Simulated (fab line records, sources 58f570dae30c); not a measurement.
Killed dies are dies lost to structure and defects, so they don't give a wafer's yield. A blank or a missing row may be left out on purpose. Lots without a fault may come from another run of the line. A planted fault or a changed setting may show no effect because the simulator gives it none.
Which tool did it? | flow berkeley_cmos170 | 12 lots, 36 wafers sampled, at 4 steps of a route of 331

WHAT THE GAUGES READ, wafer by wafer
UCB170_ACTIVE_CD_MEAS_13: target cd 1200 nm.
lot  | measured    | on        | cd_nm (nm)
L124 | day 4 17:58 | cd_sem-02 | 1201.9 1199.8 1202.1
L125 | day 4 18:05 | cd_sem-02 | 1201.2 1200.5 1200.5
L126 | day 4 18:19 | cd_sem-02 | 1200.6 1201.5 1200.9
L129 | day 5 23:53 | cd_sem-01 | 1202.2 1200.2 1201.6
L132 | day 6 15:36 | cd_sem-02 | 1202.4 1201.2 1202.0
L137 | day 6 23:58 | cd_sem-01 | 1199.1 1199.1 1200.6
L138 | day 7 08:49 | cd_sem-02 | 1198.2 1198.9 1199.2
L140 | day 7 16:52 | cd_sem-02 | 1201.0 1201.3 1202.3
L143 | day 8 02:41 | cd_sem-02 | 1200.9 1200.1 1201.1
L144 | day 8 03:14 | cd_sem-01 | 1198.8 1200.3 1197.8
L145 | day 8 08:50 | cd_sem-02 | 1197.1 1196.3 1197.7
L146 | day 8 12:25 | cd_sem-02 | 1199.6 1200.1 1199.2

UCB170_GATE_THK_MEAS_02.
lot  | measured     | on            | GATE_OXIDE_THK (nm)
L124 | day 6 11:00  | film_metro-04 | 6.70 6.75 6.64
L125 | day 6 10:58  | film_metro-03 | 6.55 6.64 6.69
L126 | day 6 11:02  | film_metro-03 | 6.65 6.73 6.65
L129 | day 7 08:03  | film_metro-03 | 6.61 6.69 6.71
L132 | day 8 01:33  | film_metro-04 | 6.64 6.69 6.67
L137 | day 8 09:19  | film_metro-03 | 6.64 6.56 6.62
L138 | day 8 21:25  | film_metro-03 | 6.90 6.72 6.67
L140 | day 9 03:01  | film_metro-04 | 6.59 6.41 6.63
L143 | day 9 18:57  | film_metro-02 | 6.91 6.67 6.66
L144 | day 9 20:32  | film_metro-03 | 6.56 6.72 6.66
L145 | day 10 02:16 | film_metro-03 | 6.64 6.77 6.65
L146 | day 10 02:12 | film_metro-03 | 6.57 6.62 6.59

WHICH TOOL RAN EACH LOT (tool, then ch and the chambers of the sampled wafers, then the start)
lot  | UCB170_ACTIVE_ETCH_15             | UCB170_PVT_SOFTBAKE_02
L124 | rie_diel-04 ch 1,2,3, day 4 18:07 | litho_track-03 ch 0, day 6 05:13
L125 | rie_diel-03 ch 0,1,2, day 4 18:14 | litho_track-04 ch 0, day 6 05:10
L126 | rie_diel-04 ch 1,3, day 4 18:29   | litho_track-02 ch 0, day 6 05:10
L129 | rie_diel-02 ch 2,3, day 6 00:01   | litho_track-02 ch 0, day 7 01:24
L132 | rie_diel-04 ch 1,3, day 6 15:45   | litho_track-02 ch 0, day 7 18:58
L137 | rie_diel-02 ch 2,3, day 7 00:08   | litho_track-04 ch 0, day 8 04:10
L138 | rie_diel-03 ch 0,1,3, day 7 08:58 | litho_track-03 ch 0, day 8 14:07
L140 | rie_diel-04 ch 1,2, day 7 16:58   | litho_track-03 ch 0, day 8 21:53
L143 | rie_diel-03 ch 0,2,3, day 8 02:50 | litho_track-04 ch 0, day 9 14:26
L144 | rie_diel-02 ch 0,3, day 8 03:23   | litho_track-03 ch 0, day 9 14:34
L145 | rie_diel-04 ch 1,2,3, day 8 08:59 | litho_track-03 ch 0, day 9 20:16
L146 | rie_diel-03 ch 0,1,3, day 8 12:34 | litho_track-04 ch 0, day 9 20:05
- UCB170_ACTIVE_ETCH_15: etches Si3N4 in CH3F/Ar/O2, stops on SiO2, target depth 242 nm, time 151 s.
- UCB170_PVT_SOFTBAKE_02: time 60 s.

WHAT THE TOOLS THEMSELVES READ (means of the sampled wafers that have a number; where no wafer has one, the mark that the record gives instead)
UCB170_ACTIVE_ETCH_15.
lot  | tool        | drypump_motor_current_A (A) | oes_product_au (a.u.) | throttle_valve_pct (%)
L124 | rie_diel-04 | 5.43                        | 0.938                 | 8.14
L125 | rie_diel-03 | 5.53                        | 0.949                 | 7.97
L126 | rie_diel-04 | 5.29                        | 0.944                 | 8.06
L129 | rie_diel-02 | 5.92                        | 0.959                 | 7.84
L132 | rie_diel-04 | 5.26                        | 0.940                 | 8.08
L137 | rie_diel-02 | 5.67                        | 0.966                 | 7.87
L138 | rie_diel-03 | 5.66                        | 0.940                 | 7.91
L140 | rie_diel-04 | 5.48                        | 0.935                 | 8.12
L143 | rie_diel-03 | 5.39                        | 0.947                 | 7.91
L144 | rie_diel-02 | 5.55                        | 0.965                 | 7.94
L145 | rie_diel-04 | 5.43                        | 0.944                 | 8.13
L146 | rie_diel-03 | 5.68                        | 0.955                 | 7.92

UCB170_PVT_SOFTBAKE_02.
lot  | tool           | heater_power_total_W (W) | run_length_s (s)
L124 | litho_track-03 | 56.83                    | 89.5
L125 | litho_track-04 | 56.84                    | 89.2
L126 | litho_track-02 | 56.83                    | 88.9
L129 | litho_track-02 | 58.99                    | 81.1
L132 | litho_track-02 | 58.96                    | 81.1
L137 | litho_track-04 | 56.79                    | 89.2
L138 | litho_track-03 | 56.80                    | 89.5
L140 | litho_track-03 | 56.74                    | 89.5
L143 | litho_track-04 | 56.83                    | 89.1
L144 | litho_track-03 | 56.79                    | 89.5
L145 | litho_track-03 | 56.82                    | 89.5
L146 | litho_track-04 | 56.80                    | 89.2

THE ANSWER, worked out from the rows above alone
Rule: what is usual is taken from the lots themselves. Put in order of their means at a reading, lots are off if they are a third of the lots or fewer, leave a main group of 4 or more, and stand apart from it by a gap of 3 or more times the standard deviation of the main group's means; of several such gaps the widest counts. A main group whose means are all the same, to the digits that the tables above print for the reading, isn't used. A lot without any number at a reading at which 4 lots or more have one is off too. The other lots that the step has rows for count as sound. The gauges are gone through in route order, then the tools' own readings, and for those a lot's mean is taken as printed above. The first step at which some lot is off is used, and at that step the reading that is off furthest; a lot without a number counts as furthest.
Off: L129, L132, at UCB170_PVT_SOFTBAKE_02 (heater_power_total_W). The main group: mean 56.81 W, standard deviation 0.028.
A tool fits if, at that step or a process step before it, it ran every lot that is off, and no sound lot after the first of them. One fits: litho_track-02 at UCB170_PVT_SOFTBAKE_02. Its last sound lot is L126 (day 6 05:10), its first lot that is off L129 (day 7 01:24): a fault that began between those two fits.
The tool's own readings at UCB170_PVT_SOFTBAKE_02 bear it out: on the lots that are off they differ by more than 5 times the standard deviation of the sound lots' means. heater_power_total_W reads 58.98 W there against 56.81 W on the sound lots; run_length_s reads 81.1 s there against 89.3 s on the sound lots.

WHAT THE SIMULATOR HAD PUT IN
Process parameter drift: litho_track-02, from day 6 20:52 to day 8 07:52, at UCB170_PVT_SOFTBAKE_02. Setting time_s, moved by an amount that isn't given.
Lots struck among those shown: L129, L132. The rule above found the same.
